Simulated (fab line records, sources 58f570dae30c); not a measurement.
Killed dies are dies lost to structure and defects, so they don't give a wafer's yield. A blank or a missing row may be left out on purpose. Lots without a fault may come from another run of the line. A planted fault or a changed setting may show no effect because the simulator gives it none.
fab line records | flow berkeley_cmos170
record lots=5 wafers=23
route steps=331 shown PWELL@39 ACTIVE@68 PFIELD@80 GATE@127 PLDD@148
start_h: hours from the record's first day to the start of the lot's first wafer shown | wait_h: hours since the lot's step before | " the same as in the row above | L1.1+2: a row that stands for several wafers | - no value, or no start given | * or withheld: withheld | < > ~ a bound
route shown NAME@n: a module of which the file shows steps, and the number in the route of the first | usual: mean/standard deviation of fault-free wafers | same: alike in all rows | chamber/n: place in a boat | sites: the reading at each site | _std_site: their standard deviation | _edge_site: outer sites' mean less inner sites' | radius_mm: how far each site lies from the wafer's centre | mask NAME#n: copy n | behind: the tool/chamber that last shaped the wafer | hold: why the lot was held/for how many hours/how that ended | device: the transistor (n, p or np) that didn't switch | end of line: the same wafers' tests at the end of the route | a step without rows: its recipe alone | killed: dies lost to structure and defects at the first sort, not the wafer's yield | map: a wafer's dies, x killed, . not, _ none there
set.NAME: the setting as run; set.NAME@STEP: as run at that earlier step | model.NAME: the simulator's own value behind a step, which no gauge read
lots whose settings were changed on purpose; a table a step, a row a wafer
## steps
# step UCB170_PWELL_CVD_05
# recipe material=Si3N4 target_thk_nm=220 temp_c=800 precursor=SiH2Cl2/NH3 time_s=3300 pressure_mtorr=200 sih2cl2_flow_sccm=25 nh3_flow_sccm=75
# columns lot.wafer tool chamber start_h wait_h set.temp_c model.Si3N4_of_PWELL_CVD_05.thk_nm
L074.2 - - - - 800 220.5
L074.3 " - " " 800 219.4
L074.4 " - " " 800 221.6
L074.5 " - " " 800 220.6
L074.6 " - " " 800 221.8
L075.1 - - - - 781.7 158.8
L075.2 " - " " 781.7 158.9
L075.4 " - " " 781.7 157.8
L075.5 " - " " 781.7 160.1
L075.6 " - " " 781.7 158.1
L076.2+3 lpcvd-01 1 55.92 0.0 800 224.5
L076.4 " 1 " " 800 224.8
L077.1 - - - - 779.6 152.6
L077.2 " - " " 779.6 150.3
L077.3+6 " - " " 779.6 150.6
L077.4 " - " " 779.6 153.1
L085.1 - - - - 800 219.7
L085.2 " - " " 800 223.3
L085.3 " - " " 800 219
L085.4 " - " " 800 220
L085.6 " - " " 800 220.7
# step UCB170_PWELL_THK_MEAS_06
# recipe reads=Si3N4_of_PWELL_CVD_05
# usual PWELL_NITRIDE_THK=220.4/1.9
# columns lot.wafer tool chamber start_h wait_h set.temp_c@PWELL_CVD_05 PWELL_NITRIDE_THK[nm]
L074.2 film_metro-04 - - - 800 220.6
L074.3 " - " " 800 219.5
L074.4 " - " " 800 221.8
L074.5 " - " " 800 220.6
L074.6 " - " " 800 221.7
L075.1 film_metro-03 - - - 781.7 158.8
L075.2 " - " " 781.7 158.9
L075.4 " - " " 781.7 157.8
L075.5 " - " " 781.7 160.1
L075.6 " - " " 781.7 158.0
L076.2 film_metro-04 - 57.85 0.0 800 224.5
L076.3 " - " " 800 224.4
L076.4 " - " " 800 224.6
L077.1 film_metro-01 - - - 779.6 152.7
L077.2 " - " " 779.6 150.2
L077.3 " - " " 779.6 150.6
L077.4 " - " " 779.6 153.0
L077.6 " - " " 779.6 150.5
L085.1 film_metro-01 - - - 800 219.8
L085.2 " - " " 800 223.3
L085.3 " - " " 800 219.1
L085.4 " - " " 800 220.0
L085.6 " - " " 800 220.6
# step UCB170_PWELL_HMDS_07
# recipe prime_time_s=60 prime_temp_c=100
# step UCB170_PWELL_COAT_08
# recipe resist=KrF spin_rpm=1500 resist_thk_nm=900
# step UCB170_PWELL_DEVELOP_12
# recipe developer=TMAH develop_time_s=45 resist=KrF dev_temp_c=21
# step UCB170_PWELL_ETCH_14
# recipe chemistry=CH3F/Ar/O2 target=Si3N4 stop_on=SiO2 CH3F_flow_sccm=20 Ar_flow_sccm=50 O2_flow_sccm=7 pressure_mtorr=50 rf_w=450 target_depth_a=2420 over_etch_frac=0.1 time_s=151
# usual oes_product_au=0.940/0.014
# columns lot.wafer tool chamber start_h wait_h set.temp_c@PWELL_CVD_05 oes_product_au model.etch.depth_nm
L074.2 rie_diel-03 2 51.10 0.0 800 0.950 220.5
L074.3 " 0 " " 800 0.933 219.4
L074.4 " 1 " " 800 0.951 221.6
L074.5 " 0 " " 800 0.927 220.6
L074.6 " 3 " " 800 0.946 221.8
L076.2 rie_diel-02 2 59.68 0.0 800 0.955 224.5
L076.3 " 1 " " 800 0.940 224.5
L076.4 " 3 " " 800 0.969 224.8
L075.1 rie_diel-03 3 59.95 0.0 781.7 0.789 158.8
L075.2 " 2 " " 781.7 0.786 158.9
L075.4 " 0 " " 781.7 0.767 -
L075.5 " 1 " " 781.7 0.790 -
L075.6 " 0 " " 781.7 0.766 -
L077.1 rie_diel-01 0 71.02 0.0 779.6 0.765 152.6
L077.2 " 2 " " 779.6 0.737 150.3
L077.3 " 1 " " 779.6 0.751 150.6
L077.4 " 3 " " 779.6 0.788 -
L077.6 " 3 " " 779.6 0.780 -
L085.1 rie_diel-03 0 99.76 0.0 800 0.934 219.7
L085.2 " 2 " " 800 0.962 223.3
L085.3 " 3 " " 800 0.939 219
L085.4 " 1 " " 800 0.942 220
L085.6 " 2 " " 800 0.947 220.7
# step UCB170_ACTIVE_COAT_08
# recipe resist=KrF spin_rpm=1500 resist_thk_nm=900
# columns lot.wafer tool chamber start_h wait_h set.resist_thk_nm model.KrF_of_ACTIVE_COAT_08.thk_nm
L074.2 litho_track-01 0 77.53 0.1 900 898.8
L074.3 " 0 " " 900 899.4
L074.4 " 0 " " 925 925.2
L074.5 " 0 " " 925 923.8
L074.6 " 0 " " 925 922.4
L075.1 litho_track-01 0 84.26 0.1 900 898.5
L075.2 " 0 " " 945.1 944.1
L075.4 " 0 " " 900 898.9
L075.5 " 0 " " 945.1 946.2
L075.6 " 0 " " 945.1 945.3
L076.2 litho_track-02 0 84.28 0.1 900 900.6
L076.3 " 0 " " 900 899.2
L076.4 " 0 " " 900 900.2
L077.1 litho_track-03 0 100.87 0.1 900 897.3
L077.2 " 0 " " 900 899.5
L077.3 " 0 " " 900 900.4
L077.4 " 0 " " 900 899.9
L077.6 " 0 " " 900 899.2
L085.1 litho_track-01 0 129.13 0.1 900 901.9
L085.2 " 0 " " 900 900
L085.3 " 0 " " 947.3 948.8
L085.4 " 0 " " 900 902.9
L085.6 " 0 " " 947.3 946.5
# step UCB170_ACTIVE_ETCH_15
# recipe chemistry=CH3F/Ar/O2 target=Si3N4 stop_on=SiO2 CH3F_flow_sccm=20 Ar_flow_sccm=50 O2_flow_sccm=7 pressure_mtorr=50 rf_w=450 target_depth_a=2420 over_etch_frac=0.1 time_s=151
# columns lot.wafer tool chamber start_h wait_h set.time_s set.resist_thk_nm@ACTIVE_COAT_08 model.KrF_of_ACTIVE_COAT_08.thk_nm model.SiO2_of_ACTIVE_OXIDATION_02.thk_nm
L074.2 rie_diel-01 1 78.45 0.0 151 900 724.8 23.18
L074.3 " 0 " " 172.1 900 700.3 17.61
L074.4 " 3 " " 172.1 925 728.5 18.06
L074.5 " 0 " " 151 925 749.6 23.02
L074.6 " 1 " " 151 925 748.2 22.84
L076.2 rie_diel-01 1 85.23 0.0 151 900 726.8 23.01
L076.3 " 3 " " 151 900 725.1 23.07
L076.4 " 2 " " 151 900 724.8 23.29
L075.1 rie_diel-04 3 85.47 0.0 151 900 723.2 23.87
L075.2 " 2 " " 129 945.1 792.8 23.75
L075.4 " 1 " " 151 900 720.9 23.81
L075.5 " 2 " " 129 945.1 795.9 24.57
L075.6 " 3 " " 151 945.1 769.2 23.8
L077.1 rie_diel-01 2 101.88 0.0 170.7 900 703.6 18.41
L077.2 " 1 " " 151 900 725.5 22.98
L077.3 " 3 " " 170.7 900 704.7 18.45
L077.4 " 0 " " 151 900 724.6 23.35
L077.6 " 2 " " 170.7 900 703.5 17.92
L085.1 rie_diel-02 2 130.25 0.0 151 900 723.7 22.94
L085.2 " 0 " " 151 900 724.3 23.77
L085.3 " 1 " " 151 947.3 771.1 22.84
L085.4 " 3 " " 151 900 727.2 23.27
L085.6 " 0 " " 151 947.3 771 23.28
# step UCB170_ACTIVE_STRIP_16
# recipe chemistry=O2 power_w=400 pressure_mtorr=3500 platen_temp_c=withheld o2_flow_sccm=400 overash_fraction=0.5
# usual strip_time_to_endpoint_s=18.11/0.06
# columns lot.wafer tool chamber start_h wait_h set.resist_thk_nm@ACTIVE_COAT_08 set.time_s@ACTIVE_ETCH_15 strip_time_to_endpoint_s
L074.2 plasma_asher-03 0 78.55 0.1 900 151 18.10
L074.3 " 0 " " 900 172.1 17.51
L074.4 " 1 " " 925 172.1 18.19
L074.5 " 1 " " 925 151 18.68
L074.6 " 0 " " 925 151 18.66
L076.2 plasma_asher-03 0 85.33 0.1 900 151 18.12
L076.3 " 1 " " 900 151 18.09
L076.4 " 0 " " 900 151 18.10
L075.1 plasma_asher-01 0 85.57 0.1 900 151 18.07
L075.2 " 1 " " 945.1 129 19.73
L075.4 " 0 " " 900 151 17.99
L075.5 " 1 " " 945.1 129 19.78
L075.6 " 0 " " 945.1 151 19.15
L077.1 plasma_asher-04 1 101.98 0.1 900 170.7 17.59
L077.2 " 0 " " 900 151 18.12
L077.3 " 1 " " 900 170.7 17.61
L077.4 " 0 " " 900 151 18.08
L077.6 " 0 " " 900 170.7 17.58
L085.1 plasma_asher-03 0 130.35 0.1 900 151 18.08
L085.2 " 1 " " 900 151 18.07
L085.3 " 1 " " 947.3 151 19.20
L085.4 " 0 " " 900 151 18.15
L085.6 " 0 " " 947.3 151 19.19
# step UCB170_PFIELD_COAT_01
# recipe resist=KrF spin_rpm=1500 resist_thk_nm=900
# columns lot.wafer tool chamber start_h wait_h set.spin_rpm model.KrF_of_PFIELD_COAT_01.thk_nm
L074.2 litho_track-04 0 79.13 0.1 1500 902.2
L074.3+4 " 0 " " 1544 887.1
L074.5 " 0 " " 1544 888.7
L074.6 " 0 " " 1500 900.2
L076.2 litho_track-04 0 87.66 0.1 1500 904.7
L076.3 " 0 " " 1500 903.7
L076.4 " 0 " " 1500 905.2
L075.1 litho_track-03 0 87.67 0.1 1528 889.3
L075.2 " 0 " " 1500 897.7
L075.4 " 0 " " 1500 896.1
L075.5 " 0 " " 1528 890.7
L075.6 " 0 " " 1500 897.4
L077.1 litho_track-03 0 103.02 0.1 1500 897.5
L077.2 " 0 " " 1500 898.9
L077.3 " 0 " " 1500 895.7
L077.4 " 0 " " 1500 897.1
L077.6 " 0 " " 1500 898.1
L085.1+4 litho_track-03 0 131.42 0.1 1500 901.4
L085.2 " 0 " " 1533 893.4
L085.3 " 0 " " 1533 891.1
L085.6 " 0 " " 1500 902.4
# step UCB170_PFIELD_SOFTBAKE_02
# recipe resist=KrF temp_c=130 time_s=60
# step UCB170_PFIELD_EXPOSE_03
# recipe mask_id=PFIELD na=0.5 sigma_outer=0.6 source_shape=conventional target_cd_nm=1500 dose_mj=30
# step UCB170_PFIELD_IMPLANT_07
# recipe species=B dose_cm2=2e+13 energy_kev=80 tilt_deg=7
# step UCB170_PFIELD_STRIP_08
# recipe chemistry=O2 power_w=400 pressure_mtorr=3500 platen_temp_c=withheld o2_flow_sccm=400 overash_fraction=0.5
# usual strip_time_to_endpoint_s=21.67/0.054
# columns lot.wafer tool chamber start_h wait_h set.spin_rpm@PFIELD_COAT_01 strip_time_to_endpoint_s
L074.2 plasma_asher-02 0 80.72 0.1 1500 21.69
L074.3 " 0 " " 1544 21.32
L074.4 " 1 " " 1544 21.30
L074.5 " 1 " " 1544 21.36
L074.6 " 0 " " 1500 21.63
L076.2 plasma_asher-04 0 88.68 0.1 1500 21.75
L076.3 " 1 " " 1500 21.74
L076.4 " 0 " " 1500 21.75
L075.1 plasma_asher-02 0 88.95 0.1 1528 21.37
L075.2 " 1 " " 1500 21.58
L075.4 " 1 " " 1500 21.54
L075.5 " 1 " " 1528 21.42
L075.6 " 0 " " 1500 21.57
L077.1 plasma_asher-02 1 104.06 0.1 1500 21.57
L077.2 " 0 " " 1500 21.59
L077.3 " 1 " " 1500 21.52
L077.4 " 0 " " 1500 21.57
L077.6 " 1 " " 1500 21.58
L085.1 plasma_asher-03 0 132.90 0.1 1500 21.66
L085.2 " 1 " " 1533 21.48
L085.3 " 0 " " 1533 21.43
L085.4 " 1 " " 1500 21.67
L085.6 " 1 " " 1500 21.69
# step UCB170_GATE_OXIDATION_01
# recipe temp_c=850 ambient=O2 target_thk_a=66 ox_time_s=1800
# columns lot.wafer tool chamber start_h wait_h set.ox_time_s model.SiO2_of_GATE_OXIDATION_01.thk_nm
L074.2 - - - 2.7 1972 6.993
L074.3 " - " " 1972 7.015
L074.4 " - " " 1972 7.041
L074.5 " - " " 1972 7.068
L074.6 " - " " 1972 7.142
L075.1 - - - 3.7 1642 6.122
L075.2 " - " " 1642 6.143
L075.4 " - " " 1642 6.158
L075.5 " - " " 1642 6.208
L075.6 " - " " 1642 6.216
L076.2 furnace-03 0 123.38 3.4 1800 6.786
L076.3 " 0 " " 1800 6.693
L076.4 " 0 " " 1800 6.709
L077.1 - - - 1.3 1800 6.757
L077.2 " - " " 1800 6.779
L077.3 " - " " 1800 6.692
L077.4 " - " " 1800 6.773
L077.6 " - " " 1800 6.707
L085.1 - - - 0.1 1800 6.79
L085.2 " - " " 1800 6.783
L085.3 " - " " 1800 6.739
L085.4 " - " " 1800 6.8
L085.6 " - " " 1800 6.702
# step UCB170_GATE_THK_MEAS_02
# recipe reads=SiO2_of_GATE_OXIDATION_01
# usual GATE_OXIDE_THK=6.67/0.11
# columns lot.wafer tool chamber start_h wait_h set.ox_time_s@GATE_OXIDATION_01 GATE_OXIDE_THK[nm]
L074.2 film_metro-04 - - - 1972 7.03
L074.3 " - " " 1972 7.03
L074.4 " - " " 1972 7.05
L074.5 " - " " 1972 7.08
L074.6 " - " " 1972 7.17
L075.1 film_metro-04 - - - 1642 6.11
L075.2 " - " " 1642 6.09
L075.4 " - " " 1642 6.14
L075.5 " - " " 1642 6.21
L075.6 " - " " 1642 6.29
L076.2 film_metro-01 - 124.89 0.0 1800 6.73
L076.3 " - " " 1800 6.69
L076.4 " - " " 1800 6.68
L077.1 film_metro-01 - - - 1800 6.78
L077.2 " - " " 1800 6.76
L077.3 " - " " 1800 6.66
L077.4 " - " " 1800 6.78
L077.6 " - " " 1800 6.68
L085.1 film_metro-02 - - - 1800 6.81
L085.2 " - " " 1800 6.82
L085.3 " - " " 1800 6.70
L085.4 " - " " 1800 6.77
L085.6 " - " " 1800 6.71
# step UCB170_GATE_EXPOSE_09
# recipe mask_id=POLY target_cd_nm=350 na=0.5 sigma_outer=0.6 source_shape=conventional dose_mj=21
# columns lot.wafer tool chamber start_h wait_h mask set.dose_mj
L074.2+4+5 krf_scanner-01 0 119.43 - POLY#0 20.37
L074.3+6 " 0 " " POLY#0 21
L076.2+3+4 krf_scanner-01 0 131.29 - POLY#0 21
L075.1+2+6 krf_scanner-02 0 131.63 - POLY#0 22.17
L075.4+5 " 0 " " POLY#0 21
L077.1+3+4 krf_scanner-01 0 142.23 - POLY#0 20.04
L077.2+6 " 0 " " POLY#0 21
L085.1+6 krf_scanner-01 0 169.81 - POLY#0 21
L085.2+3+4 " 0 " " POLY#0 19.94
# step UCB170_GATE_PEB_10
# recipe peb_temp_c=130 peb_time_s=withheld resist=KrF
# step UCB170_GATE_DEVELOP_11
# recipe developer=TMAH develop_time_s=45 resist=KrF dev_temp_c=21
# step UCB170_GATE_CD_MEAS_12
# recipe target_cd_nm=350
# usual cd_nm=350.1/1.2
# columns lot.wafer tool chamber start_h wait_h set.dose_mj@GATE_EXPOSE_09 cd_nm
L074.2 cd_sem-02 - 119.82 - 20.37 356.2
L074.3 " - " " 21 350.1
L074.4 " - " " 20.37 356.3
L074.5 " - " " 20.37 354.2
L074.6 " - " " 21 349.7
L076.2 cd_sem-02 - 132.07 - 21 348.3
L076.3 " - " " 21 349.4
L076.4 " - " " 21 350.2
L075.1 cd_sem-02 - 132.52 - 22.17 338.9
L075.2 " - " " 22.17 340.6
L075.4 " - " " 21 349.4
L075.5 " - " " 21 347.8
L075.6 " - " " 22.17 339.6
L077.1 cd_sem-02 - 142.62 - 20.04 359.1
L077.2 " - " " 21 350.6
L077.3 " - " " 20.04 358.8
L077.4 " - " " 20.04 359.0
L077.6 " - " " 21 349.2
L085.1 cd_sem-02 - 170.24 - 21 349.3
L085.2 " - " " 19.94 359.7
L085.3 " - " " 19.94 359.5
L085.4 " - " " 19.94 357.8
L085.6 " - " " 21 349.1
# step UCB170_GATE_ETCH_14
# recipe chemistry=N2/H2 target_depth_a=withheld overetch_a=withheld target=BARC time_s=withheld source_w=500 bias_w=100 pressure_mtorr=30 n2_flow_sccm=100 h2_flow_sccm=200
# step UCB170_GATE_ETCH_15
# recipe chemistry=HBr/Cl2 target=poly-Si stop_on=SiO2 over_etch_frac=0.3 icp_w=300 bias_w=150 time_s=56.3 pressure_mtorr=15 HBr_flow_sccm=150 Cl2_flow_sccm=50 target_depth_a=2782
# columns lot.wafer tool chamber start_h wait_h set.dose_mj@GATE_EXPOSE_09 model.GATE.cd_nm
L074.2 rie_si-01 2 120.00 - 20.37 355.8
L074.3 " 3 " " 21 350.5
L074.4 " 1 " " 20.37 356.2
L074.5 " 3 " " 20.37 354.4
L074.6 " 0 " " 21 350.3
L076.2 rie_si-02 0 132.25 - 21 349.1
L076.3 " 1 " " 21 349.8
L076.4 " 2 " " 21 350.5
L075.1 rie_si-01 3 132.72 - 22.17 339.3
L075.2 " 1 " " 22.17 340.7
L075.4 " 2 " " 21 349.9
L075.5 " 1 " " 21 348
L075.6 " 2 " " 22.17 340
L077.1 rie_si-02 1 142.82 - 20.04 359.3
L077.2 " 2 " " 21 351.5
L077.3 " 3 " " 20.04 358.9
L077.4 " 0 " " 20.04 359.8
L077.6 " 3 " " 21 349.4
L085.1 rie_si-02 0 170.44 - 21 348.8
L085.2 " 2 " " 19.94 360.1
L085.3 " 1 " " 19.94 360.4
L085.4 " 3 " " 19.94 357.6
L085.6 " 0 " " 21 349.2
# step UCB170_GATE_STRIP_16
# recipe chemistry=O2 power_w=400 pressure_mtorr=3500 platen_temp_c=withheld o2_flow_sccm=400 overash_fraction=0.5
# step UCB170_GATE_CD_MEAS_90
# recipe target_cd_nm=350
# usual cd_nm=350.4/1.3
# columns lot.wafer tool chamber start_h wait_h set.dose_mj@GATE_EXPOSE_09 cd_nm
L074.2 cd_sem-02 - 120.20 0.1 20.37 355.9
L074.3 " - " " 21 350.8
L074.4 " - " " 20.37 356.3
L074.5 " - " " 20.37 354.3
L074.6 " - " " 21 350.2
L076.2 cd_sem-01 - 132.42 0.1 21 349.2
L076.3 " - " " 21 349.7
L076.4 " - " " 21 350.4
L075.1 cd_sem-02 - 132.86 0.1 22.17 339.7
L075.2 " - " " 22.17 341.0
L075.4 " - " " 21 349.5
L075.5 " - " " 21 348.4
L075.6 " - " " 22.17 339.9
L077.1 cd_sem-02 - 142.97 0.1 20.04 359.1
L077.2 " - " " 21 351.5
L077.3 " - " " 20.04 359.1
L077.4 " - " " 20.04 360.2
L077.6 " - " " 21 349.4
L085.1 cd_sem-01 - 170.58 0.1 21 348.8
L085.2 " - " " 19.94 360.1
L085.3 " - " " 19.94 360.6
L085.4 " - " " 19.94 357.5
L085.6 " - " " 21 348.8
# step UCB170_PLDD_EXPOSE_03
# recipe mask_id=PSELECT na=0.5 sigma_outer=0.6 source_shape=conventional target_cd_nm=1200 dose_mj=30
# columns lot.wafer tool chamber start_h wait_h mask set.dose_mj
L074.2+3+4+5+6 krf_scanner-01 0 120.96 0.1 PSELECT#0 30
L076.2+3+4 krf_scanner-02 0 133.58 0.2 PSELECT#0 30
L075.1+4+5 krf_scanner-01 0 134.07 0.3 PSELECT#0 28.16
L075.2+6 " 0 " " PSELECT#0 30
L077.1+3 krf_scanner-02 0 145.93 0.4 PSELECT#0 30
L077.2+4+6 " 0 " " PSELECT#0 31.65
L085.1+4 krf_scanner-02 0 171.60 0.4 PSELECT#0 31.94
L085.2+3+6 " 0 " " PSELECT#0 30
# step UCB170_PLDD_PEB_04
# recipe peb_temp_c=130 peb_time_s=withheld resist=KrF
# columns lot.wafer tool chamber start_h wait_h set.peb_temp_c
L074.2+3+4+5+6 litho_track-04 0 121.08 0.1 130
L076.2+3+4 litho_track-03 0 133.82 0.2 130
L075.1+2 litho_track-02 0 134.59 0.5 130
L075.4+5+6 " 0 " " 126.6
L077.1+2+3+4+6 litho_track-04 0 146.41 0.5 130
L085.1+3+6 litho_track-03 0 171.72 0.1 130
L085.2+4 " 0 " " 126.5
# step UCB170_PLDD_DEVELOP_05
# recipe developer=TMAH develop_time_s=45 resist=KrF dev_temp_c=21
# step UCB170_PLDD_CD_MEAS_06
# recipe target_cd_nm=1200
# usual cd_nm=1199.4/1.1
# columns lot.wafer tool chamber start_h wait_h set.dose_mj@PLDD_EXPOSE_03 set.peb_temp_c@PLDD_PEB_04 cd_nm
L074.2 cd_sem-01 - 121.35 - 30 130 1200.2
L074.3 " - " " 30 130 1200.2
L074.4 " - " " 30 130 1200.2
L074.5 " - " " 30 130 1200.5
L074.6 " - " " 30 130 1200.4
L076.2 cd_sem-01 - 134.09 - 30 130 1198.6
L076.3 " - " " 30 130 1198.7
L076.4 " - " " 30 130 1197.6
L075.1 cd_sem-01 - 134.91 - 28.16 130 1187.9
L075.2 " - " " 30 130 1198.7
L075.4 " - " " 28.16 126.6 1161.5
L075.5 " - " " 28.16 126.6 1162.4
L075.6 " - " " 30 126.6 1172.0
L077.1 cd_sem-02 - 146.69 - 30 130 1199.8
L077.2 " - " " 31.65 130 1208.7
L077.3 " - " " 30 130 1199.9
L077.4 " - " " 31.65 130 1209.7
L077.6 " - " " 31.65 130 1209.9
L085.1 cd_sem-01 - 171.99 - 31.94 130 1209.0
L085.2 " - " " 30 126.5 1171.5
L085.3 " - " " 30 130 1197.2
L085.4 " - " " 31.94 126.5 1180.1
L085.6 " - " " 30 130 1198.1
## key
split step=UCB170_PWELL_CVD_05 setting=temp_c stated=800 by=lot
response step=UCB170_PWELL_CVD_05 reading=model.Si3N4_of_PWELL_CVD_05.thk_nm change=+27.5 per=1% r=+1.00
response step=UCB170_PWELL_THK_MEAS_06 reading=PWELL_NITRIDE_THK change=+27.5 per=1% r=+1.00
response step=UCB170_PWELL_ETCH_14 reading=oes_product_au change=+0.0718 per=1% r=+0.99
response step=UCB170_PWELL_ETCH_14 reading=model.etch.depth_nm change=+27.6 per=1% r=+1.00
split step=UCB170_ACTIVE_COAT_08 setting=resist_thk_nm stated=900 by=wafer
response step=UCB170_ACTIVE_COAT_08 reading=model.KrF_of_ACTIVE_COAT_08.thk_nm change=+8.99 per=1% r=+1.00
response step=UCB170_ACTIVE_ETCH_15 reading=model.KrF_of_ACTIVE_COAT_08.thk_nm change=+10.7 per=1% r=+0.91
response step=UCB170_ACTIVE_STRIP_16 reading=strip_time_to_endpoint_s change=* per=1% r=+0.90
split step=UCB170_ACTIVE_ETCH_15 setting=time_s stated=151 by=wafer
response step=UCB170_ACTIVE_ETCH_15 reading=model.SiO2_of_ACTIVE_OXIDATION_02.thk_nm shape=bent at_lowest=24.16 at_stated=23.27 at_highest=17.84
response step=UCB170_ACTIVE_ETCH_15 reading=model.KrF_of_ACTIVE_COAT_08.thk_nm slope=-1.67 per=1% together_with=resist_thk_nm@ACTIVE_COAT_08 explained=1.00
response step=UCB170_ACTIVE_STRIP_16 reading=strip_time_to_endpoint_s slope=* per=1% together_with=resist_thk_nm@ACTIVE_COAT_08 explained=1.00
split step=UCB170_PFIELD_COAT_01 setting=spin_rpm stated=1500 by=wafer
response step=UCB170_PFIELD_COAT_01 reading=model.KrF_of_PFIELD_COAT_01.thk_nm change=-4.37 per=1% r=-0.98
response step=UCB170_PFIELD_STRIP_08 reading=strip_time_to_endpoint_s change=* per=1% r=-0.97
split step=UCB170_GATE_OXIDATION_01 setting=ox_time_s stated=1800 by=lot
response step=UCB170_GATE_OXIDATION_01 reading=model.SiO2_of_GATE_OXIDATION_01.thk_nm change=+0.0477 per=1% r=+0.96
response step=UCB170_GATE_THK_MEAS_02 reading=GATE_OXIDE_THK change=+0.0492 per=1% r=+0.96
split step=UCB170_GATE_EXPOSE_09 setting=dose_mj stated=21 by=wafer
response step=UCB170_GATE_CD_MEAS_12 reading=cd_nm change=-1.82 per=1% r=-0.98
response step=UCB170_GATE_ETCH_15 reading=model.GATE.cd_nm change=-1.83 per=1% r=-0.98
response step=UCB170_GATE_CD_MEAS_90 reading=cd_nm change=-1.84 per=1% r=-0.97
split step=UCB170_PLDD_EXPOSE_03 setting=dose_mj stated=30 by=wafer
response step=UCB170_PLDD_CD_MEAS_06 reading=cd_nm slope=+1.66 per=1% together_with=peb_temp_c@PLDD_PEB_04 explained=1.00
split step=UCB170_PLDD_PEB_04 setting=peb_temp_c stated=130 by=wafer
response step=UCB170_PLDD_CD_MEAS_06 reading=cd_nm change=+10.1 per=1% r=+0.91
